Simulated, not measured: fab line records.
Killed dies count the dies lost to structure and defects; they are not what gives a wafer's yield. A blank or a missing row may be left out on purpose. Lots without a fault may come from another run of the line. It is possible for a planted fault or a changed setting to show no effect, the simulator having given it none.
fab line records / flow berkeleyCmos170
[record] lots = 6 wafers = 18 lastDay = 11
route steps=331 shown V2@294
lots with no fault: from the same line, run without faults
startH: hours from the record's opening day to when the first of the lot's shown wafers began / waitH: hours from the lot's prior step to this one / " same as the row above / L1.1+2: several wafers, shown together as one row / - no value present, or no start provided / * or withheld: withheld / < > ~ a bound
route shown NAME@n: names a module that has steps shown in the file, with the first one's number in the route / usual: average and standard deviation across the fault-free wafers / same: alike in all rows / chamber/n: place in a boat / sites: each site's reading / _std_site: how widely they spread, as a standard deviation / _edge_site: mean of outer sites minus mean of inner sites / radiusMm: for every site, how far away it sits from the centre of the wafer / mask NAME#n: copy n / behind: tool/chamber where the wafer was last shaped / hold: what put the lot on hold/how long, in hours/how the hold closed / device: the transistor (n, p or np) that didn't switch / end of line: the tests these same wafers got at the end of their route / for a step that has no rows: nothing shown but its recipe / killed: dies that structure and defects cost at the first sort, which is not the same as the wafer's yield / map: dies across one wafer; x = killed, . = not, _ = none there
set.NAME: setting as actually run; set.NAME@STEP: the setting as run at that earlier step / model.NAME: the simulator's own value behind a step, which no gauge read
certain route steps with their lots: each step a table, each wafer a row
services: when a tool's chamber went out of use (startH, in hours from the record's first day, below 0 if earlier), for how many hours, and the reason
[[steps]]
[step UCB170_V2_CMP_02]
[recipe] material = SiO2 downForcePsi = 6 platenRpm = 60 padVelocityMS = 0.75398
[usual] motorCurrentA = 16.1/1.9
lot.wafer=L692.1 tool=cmp-01 chamber=2 startH=177.98 waitH=0.1 motorCurrentA=16.6
lot.wafer=L692.5 tool=cmp-01 chamber=1 startH=177.98 waitH=0.1 motorCurrentA=16.3
lot.wafer=L692.6 tool=cmp-01 chamber=2 startH=177.98 waitH=0.1 motorCurrentA=17.2
lot.wafer=L694.1 tool=cmp-01 chamber=0 startH=183.12 waitH=0.1 motorCurrentA=14.1
lot.wafer=L694.5 tool=cmp-01 chamber=2 startH=183.12 waitH=0.1 motorCurrentA=16.5
lot.wafer=L694.6 tool=cmp-01 chamber=3 startH=183.12 waitH=0.1 motorCurrentA=17.4
lot.wafer=L700.3 tool=cmp-02 chamber=2 startH=209.08 waitH=0.0 motorCurrentA=15.5
lot.wafer=L700.2 tool=cmp-02 chamber=3 startH=209.08 waitH=0.0 motorCurrentA=18.4
lot.wafer=L700.6 tool=cmp-02 chamber=2 startH=209.08 waitH=0.0 motorCurrentA=15.3
lot.wafer=L703.4 tool=cmp-01 chamber=2 startH=221.77 waitH=0.0 motorCurrentA=17.3
lot.wafer=L703.1 tool=cmp-01 chamber=3 startH=221.77 waitH=0.0 motorCurrentA=18.5
lot.wafer=L703.3 tool=cmp-01 chamber=1 startH=221.77 waitH=0.0 motorCurrentA=16.8
lot.wafer=L701.2 tool=cmp-01 chamber=3 startH=222.44 waitH=0.0 motorCurrentA=17.4
lot.wafer=L701.4 tool=cmp-01 chamber=1 startH=222.44 waitH=0.0 motorCurrentA=16.9
lot.wafer=L701.3 tool=cmp-01 chamber=2 startH=222.44 waitH=0.0 motorCurrentA=15.9
lot.wafer=L710.2 tool=cmp-01 chamber=1 startH=267.11 waitH=0.1 motorCurrentA=16.7
lot.wafer=L710.4 tool=cmp-01 chamber=2 startH=267.11 waitH=0.1 motorCurrentA=16.1
lot.wafer=L710.3 tool=cmp-01 chamber=3 startH=267.11 waitH=0.1 motorCurrentA=18.0
[step UCB170_V2_BOW_MEAS_03]
[recipe] mode = bow
[usual] V2_BOW = 37/6.8
lot.wafer=L692.1 tool=filmMetro-03 chamber=- startH=178.23 waitH=0.2 V2_BOW[um]=36
lot.wafer=L692.5 tool=filmMetro-03 chamber=- startH=178.23 waitH=0.2 V2_BOW[um]=34
lot.wafer=L692.6 tool=filmMetro-03 chamber=- startH=178.23 waitH=0.2 V2_BOW[um]=40
lot.wafer=L694.1 tool=filmMetro-03 chamber=- startH=183.32 waitH=0.1 V2_BOW[um]=37
lot.wafer=L694.5 tool=filmMetro-03 chamber=- startH=183.32 waitH=0.1 V2_BOW[um]=46
lot.wafer=L694.6 tool=filmMetro-03 chamber=- startH=183.32 waitH=0.1 V2_BOW[um]=48
lot.wafer=L700.2 tool=filmMetro-01 chamber=- startH=209.40 waitH=0.2 V2_BOW[um]=43
lot.wafer=L700.3 tool=filmMetro-01 chamber=- startH=209.40 waitH=0.2 V2_BOW[um]=48
lot.wafer=L700.6 tool=filmMetro-01 chamber=- startH=209.40 waitH=0.2 V2_BOW[um]=39
lot.wafer=L703.1 tool=filmMetro-03 chamber=- startH=222.07 waitH=0.2 V2_BOW[um]=42
lot.wafer=L703.3 tool=filmMetro-03 chamber=- startH=222.07 waitH=0.2 V2_BOW[um]=27
lot.wafer=L703.4 tool=filmMetro-03 chamber=- startH=222.07 waitH=0.2 V2_BOW[um]=38
lot.wafer=L701.2 tool=filmMetro-02 chamber=- startH=222.76 waitH=0.3 V2_BOW[um]=42
lot.wafer=L701.3 tool=filmMetro-02 chamber=- startH=222.76 waitH=0.3 V2_BOW[um]=32
lot.wafer=L701.4 tool=filmMetro-02 chamber=- startH=222.76 waitH=0.3 V2_BOW[um]=45
lot.wafer=L710.2 tool=filmMetro-03 chamber=- startH=267.38 waitH=0.2 V2_BOW[um]=35
lot.wafer=L710.3 tool=filmMetro-03 chamber=- startH=267.38 waitH=0.2 V2_BOW[um]=34
lot.wafer=L710.4 tool=filmMetro-03 chamber=- startH=267.38 waitH=0.2 V2_BOW[um]=47
[step UCB170_V2_THK_MEAS_04]
[recipe] reads = SiO2_of_V2_CVD_00
[usual] V2_POLISHED_THK = 999.8/1.2
lot.wafer=L692.1 tool=filmMetro-03 chamber=- startH=178.35 waitH=0.1 V2_POLISHED_THK[nm]=997.9
lot.wafer=L692.5 tool=filmMetro-03 chamber=- startH=178.35 waitH=0.1 V2_POLISHED_THK[nm]=1000.4
lot.wafer=L692.6 tool=filmMetro-03 chamber=- startH=178.35 waitH=0.1 V2_POLISHED_THK[nm]=997.7
lot.wafer=L694.1 tool=filmMetro-03 chamber=- startH=183.44 waitH=0.1 V2_POLISHED_THK[nm]=1000.5
lot.wafer=L694.5 tool=filmMetro-03 chamber=- startH=183.44 waitH=0.1 V2_POLISHED_THK[nm]=998.4
lot.wafer=L694.6 tool=filmMetro-03 chamber=- startH=183.44 waitH=0.1 V2_POLISHED_THK[nm]=998.8
lot.wafer=L700.2 tool=filmMetro-01 chamber=- startH=209.51 waitH=0.1 V2_POLISHED_THK[nm]=1000.1
lot.wafer=L700.3 tool=filmMetro-01 chamber=- startH=209.51 waitH=0.1 V2_POLISHED_THK[nm]=997.2
lot.wafer=L700.6 tool=filmMetro-01 chamber=- startH=209.51 waitH=0.1 V2_POLISHED_THK[nm]=997.5
lot.wafer=L703.1 tool=filmMetro-03 chamber=- startH=222.19 waitH=0.1 V2_POLISHED_THK[nm]=1000.4
lot.wafer=L703.3 tool=filmMetro-03 chamber=- startH=222.19 waitH=0.1 V2_POLISHED_THK[nm]=1001.3
lot.wafer=L703.4 tool=filmMetro-03 chamber=- startH=222.19 waitH=0.1 V2_POLISHED_THK[nm]=999.4
lot.wafer=L701.2 tool=filmMetro-02 chamber=- startH=222.87 waitH=0.1 V2_POLISHED_THK[nm]=1000.6
lot.wafer=L701.3 tool=filmMetro-02 chamber=- startH=222.87 waitH=0.1 V2_POLISHED_THK[nm]=999.3
lot.wafer=L701.4 tool=filmMetro-02 chamber=- startH=222.87 waitH=0.1 V2_POLISHED_THK[nm]=1000.2
lot.wafer=L710.2 tool=filmMetro-03 chamber=- startH=267.49 waitH=0.1 V2_POLISHED_THK[nm]=1001.8
lot.wafer=L710.3 tool=filmMetro-03 chamber=- startH=267.49 waitH=0.1 V2_POLISHED_THK[nm]=1000.9
lot.wafer=L710.4 tool=filmMetro-03 chamber=- startH=267.49 waitH=0.1 V2_POLISHED_THK[nm]=999.1
[step UCB170_V2_CLEAN_05]
[recipe] chemistry = DIW
[step UCB170_V2_HMDS_06]
[recipe] primeTimeS = 60 primeTempC = 100
[step UCB170_V2_COAT_07]
[recipe] resist = KrF spinRpm = 1500 resistThkNm = 900
[step UCB170_V2_SOFTBAKE_08]
[recipe] resist = KrF tempC = 130 timeS = 60
[step UCB170_V2_EXPOSE_09]
[recipe] maskId = VIA2 targetCdNm = 700 na = 0.5 sigmaOuter = 0.6 sourceShape = conventional doseMj = 37
[step UCB170_V2_PEB_10]
[recipe] pebTempC = 130 pebTimeS = withheld resist = KrF
[step UCB170_V2_DEVELOP_11]
[recipe] developer = TMAH developTimeS = 45 resist = KrF devTempC = 21
[step UCB170_V2_CD_MEAS_12]
[recipe] targetCdNm = 700
[usual] cdNm = 700.1/1.3
lot.wafer=L692.1 tool=cdSem-01 chamber=- startH=180.78 waitH=- cdNm=701.1
lot.wafer=L692.5 tool=cdSem-01 chamber=- startH=180.78 waitH=- cdNm=700.4
lot.wafer=L692.6 tool=cdSem-01 chamber=- startH=180.78 waitH=- cdNm=699.8
lot.wafer=L694.1 tool=cdSem-01 chamber=- startH=184.71 waitH=- cdNm=695.8
lot.wafer=L694.5 tool=cdSem-01 chamber=- startH=184.71 waitH=- cdNm=698.3
lot.wafer=L694.6 tool=cdSem-01 chamber=- startH=184.71 waitH=- cdNm=697.3
lot.wafer=L700.2 tool=cdSem-02 chamber=- startH=210.72 waitH=- cdNm=700.6
lot.wafer=L700.3 tool=cdSem-02 chamber=- startH=210.72 waitH=- cdNm=698.7
lot.wafer=L700.6 tool=cdSem-02 chamber=- startH=210.72 waitH=- cdNm=699.1
lot.wafer=L703.1 tool=cdSem-02 chamber=- startH=223.56 waitH=- cdNm=702.3
lot.wafer=L703.3 tool=cdSem-02 chamber=- startH=223.56 waitH=- cdNm=700.0
lot.wafer=L703.4 tool=cdSem-02 chamber=- startH=223.56 waitH=- cdNm=701.4
lot.wafer=L701.2 tool=cdSem-01 chamber=- startH=224.40 waitH=- cdNm=701.4
lot.wafer=L701.3 tool=cdSem-01 chamber=- startH=224.40 waitH=- cdNm=700.9
lot.wafer=L701.4 tool=cdSem-01 chamber=- startH=224.40 waitH=- cdNm=702.3
lot.wafer=L710.2 tool=cdSem-02 chamber=- startH=268.99 waitH=- cdNm=701.4
lot.wafer=L710.3 tool=cdSem-02 chamber=- startH=268.99 waitH=- cdNm=700.7
lot.wafer=L710.4 tool=cdSem-02 chamber=- startH=268.99 waitH=- cdNm=701.8
[step UCB170_V2_OVL_MEAS_13]
[usual] V2_OVL = 1/5.6
lot.wafer=L692.1 tool=overlay-01 chamber=- startH=180.90 waitH=0.1 V2_OVL[nm]=14
lot.wafer=L692.5 tool=overlay-01 chamber=- startH=180.90 waitH=0.1 V2_OVL[nm]=8
lot.wafer=L692.6 tool=overlay-01 chamber=- startH=180.90 waitH=0.1 V2_OVL[nm]=4
lot.wafer=L694.1 tool=overlay-02 chamber=- startH=184.83 waitH=0.1 V2_OVL[nm]=3
lot.wafer=L694.5 tool=overlay-02 chamber=- startH=184.83 waitH=0.1 V2_OVL[nm]=-2
lot.wafer=L694.6 tool=overlay-02 chamber=- startH=184.83 waitH=0.1 V2_OVL[nm]=2
lot.wafer=L700.2 tool=overlay-02 chamber=- startH=210.83 waitH=0.1 V2_OVL[nm]=2
lot.wafer=L700.3 tool=overlay-02 chamber=- startH=210.83 waitH=0.1 V2_OVL[nm]=3
lot.wafer=L700.6 tool=overlay-02 chamber=- startH=210.83 waitH=0.1 V2_OVL[nm]=-3
lot.wafer=L703.1 tool=overlay-02 chamber=- startH=223.68 waitH=0.1 V2_OVL[nm]=7
lot.wafer=L703.3 tool=overlay-02 chamber=- startH=223.68 waitH=0.1 V2_OVL[nm]=4
lot.wafer=L703.4 tool=overlay-02 chamber=- startH=223.68 waitH=0.1 V2_OVL[nm]=7
lot.wafer=L701.2 tool=overlay-02 chamber=- startH=224.51 waitH=0.1 V2_OVL[nm]=0
lot.wafer=L701.3 tool=overlay-02 chamber=- startH=224.51 waitH=0.1 V2_OVL[nm]=-4
lot.wafer=L701.4 tool=overlay-02 chamber=- startH=224.51 waitH=0.1 V2_OVL[nm]=0
lot.wafer=L710.2 tool=overlay-01 chamber=- startH=269.09 waitH=0.1 V2_OVL[nm]=14
lot.wafer=L710.3 tool=overlay-01 chamber=- startH=269.09 waitH=0.1 V2_OVL[nm]=3
lot.wafer=L710.4 tool=overlay-01 chamber=- startH=269.09 waitH=0.1 V2_OVL[nm]=8
[step UCB170_V2_ETCH_14]
[recipe] chemistry = CHF3/CF4/Ar target = SiO2 stopOn = Al CHF3_flow_sccm = 45 cf4FlowSccm = 15 Ar_flow_sccm = 150 pressureMtorr = 200 rfW = 718.9 targetDepthA = 12500 overEtchFrac = 0.25 timeS = 291
[usual] CHF3_flow_sccm = 45.00/0.14 cf4FlowSccm = 15.01/0.048 drypumpMotorCurrentA = 5.5/0.38 oesProductAu = 0.869/0.011 rfFwdPowerW = 716.9/2.4 throttleValvePct = 6.90/0.11
lot.wafer=L692.1 tool=rieDiel-04 chamber=1 startH=180.93 waitH=0.0 CHF3_flow_sccm=44.88 cf4FlowSccm=15.07 drypumpMotorCurrentA=5.8 oesProductAu=0.861 rfFwdPowerW=715.4 rfHoursCounterH=135 throttleValvePct=7.12 model.KrF_of_V2_COAT_07.thkNm=610.6
lot.wafer=L692.5 tool=rieDiel-04 chamber=0 startH=180.93 waitH=0.0 CHF3_flow_sccm=45.09 cf4FlowSccm=15.05 drypumpMotorCurrentA=5.9 oesProductAu=0.881 rfFwdPowerW=710.5 rfHoursCounterH=- throttleValvePct=6.94 model.KrF_of_V2_COAT_07.thkNm=611.5
lot.wafer=L692.6 tool=rieDiel-04 chamber=1 startH=180.93 waitH=0.0 CHF3_flow_sccm=44.80 cf4FlowSccm=15.16 drypumpMotorCurrentA=5.8 oesProductAu=0.861 rfFwdPowerW=717.7 rfHoursCounterH=- throttleValvePct=7.13 model.KrF_of_V2_COAT_07.thkNm=609.1
lot.wafer=L694.1 tool=rieDiel-03 chamber=3 startH=184.87 waitH=0.0 CHF3_flow_sccm=44.77 cf4FlowSccm=15.03 drypumpMotorCurrentA=5.5 oesProductAu=0.877 rfFwdPowerW=717.2 rfHoursCounterH=84 throttleValvePct=6.88 model.KrF_of_V2_COAT_07.thkNm=618.3
lot.wafer=L694.5 tool=rieDiel-03 chamber=0 startH=184.87 waitH=0.0 CHF3_flow_sccm=44.89 cf4FlowSccm=15.06 drypumpMotorCurrentA=5.5 oesProductAu=0.856 rfFwdPowerW=718.2 rfHoursCounterH=- throttleValvePct=6.89 model.KrF_of_V2_COAT_07.thkNm=607.6
lot.wafer=L694.6 tool=rieDiel-03 chamber=1 startH=184.87 waitH=0.0 CHF3_flow_sccm=45.17 cf4FlowSccm=15.03 drypumpMotorCurrentA=5.7 oesProductAu=0.859 rfFwdPowerW=715.7 rfHoursCounterH=- throttleValvePct=6.74 model.KrF_of_V2_COAT_07.thkNm=613.5
lot.wafer=L700.2 tool=rieDiel-03 chamber=0 startH=210.86 waitH=0.0 CHF3_flow_sccm=- cf4FlowSccm=- drypumpMotorCurrentA=- oesProductAu=- rfFwdPowerW=- rfHoursCounterH=- throttleValvePct=- model.KrF_of_V2_COAT_07.thkNm=885.2
lot.wafer=L700.3 tool=rieDiel-03 chamber=3 startH=210.86 waitH=0.0 CHF3_flow_sccm=- cf4FlowSccm=- drypumpMotorCurrentA=- oesProductAu=- rfFwdPowerW=- rfHoursCounterH=- throttleValvePct=- model.KrF_of_V2_COAT_07.thkNm=886.3
lot.wafer=L700.6 tool=rieDiel-03 chamber=1 startH=210.86 waitH=0.0 CHF3_flow_sccm=- cf4FlowSccm=- drypumpMotorCurrentA=- oesProductAu=- rfFwdPowerW=- rfHoursCounterH=- throttleValvePct=- model.KrF_of_V2_COAT_07.thkNm=887.6
lot.wafer=L703.1 tool=rieDiel-04 chamber=2 startH=223.72 waitH=0.0 CHF3_flow_sccm=- cf4FlowSccm=- drypumpMotorCurrentA=- oesProductAu=- rfFwdPowerW=- rfHoursCounterH=- throttleValvePct=- model.KrF_of_V2_COAT_07.thkNm=885.6
lot.wafer=L703.3 tool=rieDiel-04 chamber=3 startH=223.72 waitH=0.0 CHF3_flow_sccm=- cf4FlowSccm=- drypumpMotorCurrentA=- oesProductAu=- rfFwdPowerW=- rfHoursCounterH=- throttleValvePct=- model.KrF_of_V2_COAT_07.thkNm=888.1
lot.wafer=L703.4 tool=rieDiel-04 chamber=1 startH=223.72 waitH=0.0 CHF3_flow_sccm=- cf4FlowSccm=- drypumpMotorCurrentA=- oesProductAu=- rfFwdPowerW=- rfHoursCounterH=- throttleValvePct=- model.KrF_of_V2_COAT_07.thkNm=885.9
lot.wafer=L701.2 tool=rieDiel-03 chamber=2 startH=224.54 waitH=0.0 CHF3_flow_sccm=44.92 cf4FlowSccm=15.03 drypumpMotorCurrentA=5.2 oesProductAu=0.877 rfFwdPowerW=718.1 rfHoursCounterH=143 throttleValvePct=6.73 model.KrF_of_V2_COAT_07.thkNm=614.7
lot.wafer=L701.3 tool=rieDiel-03 chamber=1 startH=224.54 waitH=0.0 CHF3_flow_sccm=45.09 cf4FlowSccm=15.07 drypumpMotorCurrentA=5.6 oesProductAu=0.856 rfFwdPowerW=720.7 rfHoursCounterH=113 throttleValvePct=6.73 model.KrF_of_V2_COAT_07.thkNm=618.3
lot.wafer=L701.4 tool=rieDiel-03 chamber=1 startH=224.54 waitH=0.0 CHF3_flow_sccm=45.06 cf4FlowSccm=15.03 drypumpMotorCurrentA=5.7 oesProductAu=0.853 rfFwdPowerW=719.0 rfHoursCounterH=- throttleValvePct=6.75 model.KrF_of_V2_COAT_07.thkNm=619.4
lot.wafer=L710.2 tool=rieDiel-03 chamber=0 startH=269.12 waitH=0.0 CHF3_flow_sccm=45.17 cf4FlowSccm=14.99 drypumpMotorCurrentA=5.5 oesProductAu=0.851 rfFwdPowerW=719.8 rfHoursCounterH=45 throttleValvePct=6.90 model.KrF_of_V2_COAT_07.thkNm=604
lot.wafer=L710.3 tool=rieDiel-03 chamber=2 startH=269.12 waitH=0.0 CHF3_flow_sccm=44.94 cf4FlowSccm=14.89 drypumpMotorCurrentA=5.2 oesProductAu=0.900 rfFwdPowerW=712.9 rfHoursCounterH=1 throttleValvePct=6.73 model.KrF_of_V2_COAT_07.thkNm=614.2
lot.wafer=L710.4 tool=rieDiel-03 chamber=1 startH=269.12 waitH=0.0 CHF3_flow_sccm=44.81 cf4FlowSccm=15.00 drypumpMotorCurrentA=5.7 oesProductAu=0.852 rfFwdPowerW=716.1 rfHoursCounterH=115 throttleValvePct=6.75 model.KrF_of_V2_COAT_07.thkNm=611.6
[step UCB170_V2_STRIP_15]
[recipe] chemistry = O2 powerW = 400 pressureMtorr = 3500 platenTempC = withheld o2FlowSccm = 400 overashFraction = 0.5
[usual] drypumpMotorCurrentA = 5.6/0.48 oesProductAu = 0.721/0.0046 stripTimeToEndpointS = 15.30/0.13
lot.wafer=L692.1 tool=plasmaAsher-04 chamber=1 startH=181.11 waitH=0.1 drypumpMotorCurrentA=6.4 oesProductAu=0.715 rfHoursCounterH=41 stripTimeToEndpointS=15.32
lot.wafer=L692.5 tool=plasmaAsher-04 chamber=1 startH=181.11 waitH=0.1 drypumpMotorCurrentA=6.4 oesProductAu=0.717 rfHoursCounterH=- stripTimeToEndpointS=15.33
lot.wafer=L692.6 tool=plasmaAsher-04 chamber=0 startH=181.11 waitH=0.1 drypumpMotorCurrentA=5.3 oesProductAu=0.717 rfHoursCounterH=- stripTimeToEndpointS=15.28
lot.wafer=L694.1 tool=plasmaAsher-04 chamber=1 startH=185.05 waitH=0.1 drypumpMotorCurrentA=6.4 oesProductAu=0.725 rfHoursCounterH=42 stripTimeToEndpointS=15.50
lot.wafer=L694.5 tool=plasmaAsher-04 chamber=1 startH=185.05 waitH=0.1 drypumpMotorCurrentA=6.4 oesProductAu=0.717 rfHoursCounterH=- stripTimeToEndpointS=15.27
lot.wafer=L694.6 tool=plasmaAsher-04 chamber=0 startH=185.05 waitH=0.1 drypumpMotorCurrentA=5.3 oesProductAu=0.726 rfHoursCounterH=- stripTimeToEndpointS=15.39
lot.wafer=L700.2 tool=plasmaAsher-01 chamber=0 startH=211.04 waitH=0.1 drypumpMotorCurrentA=5.2 oesProductAu=0.734 rfHoursCounterH=10 stripTimeToEndpointS=21.60
lot.wafer=L700.3 tool=plasmaAsher-01 chamber=0 startH=211.04 waitH=0.1 drypumpMotorCurrentA=5.2 oesProductAu=0.729 rfHoursCounterH=- stripTimeToEndpointS=21.65
lot.wafer=L700.6 tool=plasmaAsher-01 chamber=1 startH=211.04 waitH=0.1 drypumpMotorCurrentA=5.4 oesProductAu=0.732 rfHoursCounterH=- stripTimeToEndpointS=21.65
lot.wafer=L703.1 tool=plasmaAsher-04 chamber=1 startH=223.89 waitH=0.1 drypumpMotorCurrentA=6.4 oesProductAu=0.734 rfHoursCounterH=46 stripTimeToEndpointS=21.64
lot.wafer=L703.3 tool=plasmaAsher-04 chamber=1 startH=223.89 waitH=0.1 drypumpMotorCurrentA=6.4 oesProductAu=0.734 rfHoursCounterH=- stripTimeToEndpointS=21.69
lot.wafer=L703.4 tool=plasmaAsher-04 chamber=0 startH=223.89 waitH=0.1 drypumpMotorCurrentA=5.3 oesProductAu=0.735 rfHoursCounterH=- stripTimeToEndpointS=21.63
lot.wafer=L701.2 tool=plasmaAsher-02 chamber=0 startH=224.72 waitH=0.1 drypumpMotorCurrentA=5.1 oesProductAu=0.723 rfHoursCounterH=56 stripTimeToEndpointS=15.41
lot.wafer=L701.3 tool=plasmaAsher-02 chamber=1 startH=224.72 waitH=0.1 drypumpMotorCurrentA=6.1 oesProductAu=0.725 rfHoursCounterH=- stripTimeToEndpointS=15.51
lot.wafer=L701.4 tool=plasmaAsher-02 chamber=0 startH=224.72 waitH=0.1 drypumpMotorCurrentA=5.1 oesProductAu=0.714 rfHoursCounterH=- stripTimeToEndpointS=15.54
lot.wafer=L710.2 tool=plasmaAsher-01 chamber=0 startH=269.30 waitH=0.1 drypumpMotorCurrentA=5.2 oesProductAu=0.726 rfHoursCounterH=16 stripTimeToEndpointS=15.18
lot.wafer=L710.3 tool=plasmaAsher-01 chamber=1 startH=269.30 waitH=0.1 drypumpMotorCurrentA=5.4 oesProductAu=0.713 rfHoursCounterH=- stripTimeToEndpointS=15.42
lot.wafer=L710.4 tool=plasmaAsher-01 chamber=0 startH=269.30 waitH=0.1 drypumpMotorCurrentA=5.2 oesProductAu=0.726 rfHoursCounterH=- stripTimeToEndpointS=15.36
[step UCB170_V2_CD_MEAS_90]
[recipe] targetCdNm = 700
[usual] cdNm = 700.7/1.4
lot.wafer=L692.1 tool=cdSem-01 chamber=- startH=181.21 waitH=0.1 cdNm=699.9
lot.wafer=L692.5 tool=cdSem-01 chamber=- startH=181.21 waitH=0.1 cdNm=701.3
lot.wafer=L692.6 tool=cdSem-01 chamber=- startH=181.21 waitH=0.1 cdNm=699.4
lot.wafer=L694.1 tool=cdSem-01 chamber=- startH=185.15 waitH=0.1 cdNm=696.3
lot.wafer=L694.5 tool=cdSem-01 chamber=- startH=185.15 waitH=0.1 cdNm=699.9
lot.wafer=L694.6 tool=cdSem-01 chamber=- startH=185.15 waitH=0.1 cdNm=697.2
lot.wafer=L700.2 tool=cdSem-02 chamber=- startH=211.16 waitH=0.1 cdNm=-
lot.wafer=L700.3 tool=cdSem-02 chamber=- startH=211.16 waitH=0.1 cdNm=-
lot.wafer=L700.6 tool=cdSem-02 chamber=- startH=211.16 waitH=0.1 cdNm=-
lot.wafer=L703.1 tool=cdSem-01 chamber=- startH=223.99 waitH=0.1 cdNm=-
lot.wafer=L703.3 tool=cdSem-01 chamber=- startH=223.99 waitH=0.1 cdNm=-
lot.wafer=L703.4 tool=cdSem-01 chamber=- startH=223.99 waitH=0.1 cdNm=-
lot.wafer=L701.2 tool=cdSem-01 chamber=- startH=224.84 waitH=0.1 cdNm=701.4
lot.wafer=L701.3 tool=cdSem-01 chamber=- startH=224.84 waitH=0.1 cdNm=701.4
lot.wafer=L701.4 tool=cdSem-01 chamber=- startH=224.84 waitH=0.1 cdNm=702.0
lot.wafer=L710.2 tool=cdSem-02 chamber=- startH=269.42 waitH=0.1 cdNm=703.4
lot.wafer=L710.3 tool=cdSem-02 chamber=- startH=269.42 waitH=0.1 cdNm=700.2
lot.wafer=L710.4 tool=cdSem-02 chamber=- startH=269.42 waitH=0.1 cdNm=701.4
[[services]]
tool=cmp-02 chamber=- startH=160.19 hours=4.9 kind=pm
tool=plasmaAsher-01 chamber=- startH=163.66 hours=9.1 kind=repair
tool=rieDiel-04 chamber=3 startH=169.45 hours=1.2 kind=repair
tool=cmp-01 chamber=- startH=171.54 hours=0.3 kind=repair
tool=cmp-01 chamber=- startH=193.21 hours=4.1 kind=pm
tool=cmp-01 chamber=- startH=197.75 hours=0.5 kind=repair
tool=rieDiel-04 chamber=- startH=202.55 hours=14.6 kind=pm
tool=plasmaAsher-01 chamber=- startH=205.54 hours=1.5 kind=repair
tool=rieDiel-03 chamber=2 startH=210.61 hours=5.7 kind=repair
tool=cmp-02 chamber=- startH=219.71 hours=0.2 kind=repair
tool=rieDiel-03 chamber=3 startH=221.04 hours=6.2 kind=repair
tool=cmp-01 chamber=- startH=226.72 hours=0.9 kind=repair
tool=cmp-02 chamber=- startH=232.00 hours=4.0 kind=pm
tool=rieDiel-03 chamber=2 startH=235.69 hours=- kind=clean
tool=rieDiel-03 chamber=2 startH=235.69 hours=17.2 kind=scheduledDown
tool=rieDiel-03 chamber=2 startH=235.69 hours=17.2 kind=ventCycle
tool=cmp-02 chamber=- startH=236.00 hours=- kind=consumableReplace:conditioner
tool=cmp-02 chamber=- startH=236.00 hours=- kind=consumableReplace:pad
tool=plasmaAsher-01 chamber=- startH=237.56 hours=0.7 kind=repair
tool=rieDiel-04 chamber=3 startH=248.31 hours=- kind=clean
tool=rieDiel-04 chamber=3 startH=248.31 hours=19.1 kind=scheduledDown
tool=rieDiel-04 chamber=3 startH=248.31 hours=19.1 kind=ventCycle
tool=cmp-01 chamber=- startH=263.66 hours=1.3 kind=repair
tool=rieDiel-04 chamber=1 startH=267.40 hours=- kind=clean
[[key]]
[firstSign] step = UCB170_V2_ETCH_14 reading = toolRecord direction = missing
[effect] step = UCB170_V2_STRIP_15 reading = stripTimeToEndpointS direction = up sigmas = 50 usual = * struck = *
[effect] step = UCB170_V2_CD_MEAS_90 reading = cdNm direction = missing
[modelEffect] step = UCB170_V2_ETCH_14 value = KrF_of_V2_COAT_07.thkNm without = 609 struck = 886.5
metAt UCB170_V2_ETCH_14
struckWafers L700.2,L700.3,L700.6,L703.1,L703.3,L703.4
laterRowsLeftOut L700.2,L700.3,L700.6,L703.1,L703.3,L703.4
sortLeftOut L700.2,L700.3,L700.6,L703.1,L703.3,L703.4
onsetBetween 184.87 210.86
[fault] kind = skippedStepWhole tool = rieDiel-03,rieDiel-04 chamber = - onsetH = 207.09 steps = UCB170_V2_ETCH_14 scope = struckLotsOnly
// sortLeftOut: the simulated sort isn't trusted on such a fault, so these wafers' sort isn't shown, and their yield isn't known
// laterRowsLeftOut: the simulator's readings of these wafers behind a module that went badly wrong aren't trusted and aren't shown, but for the sort
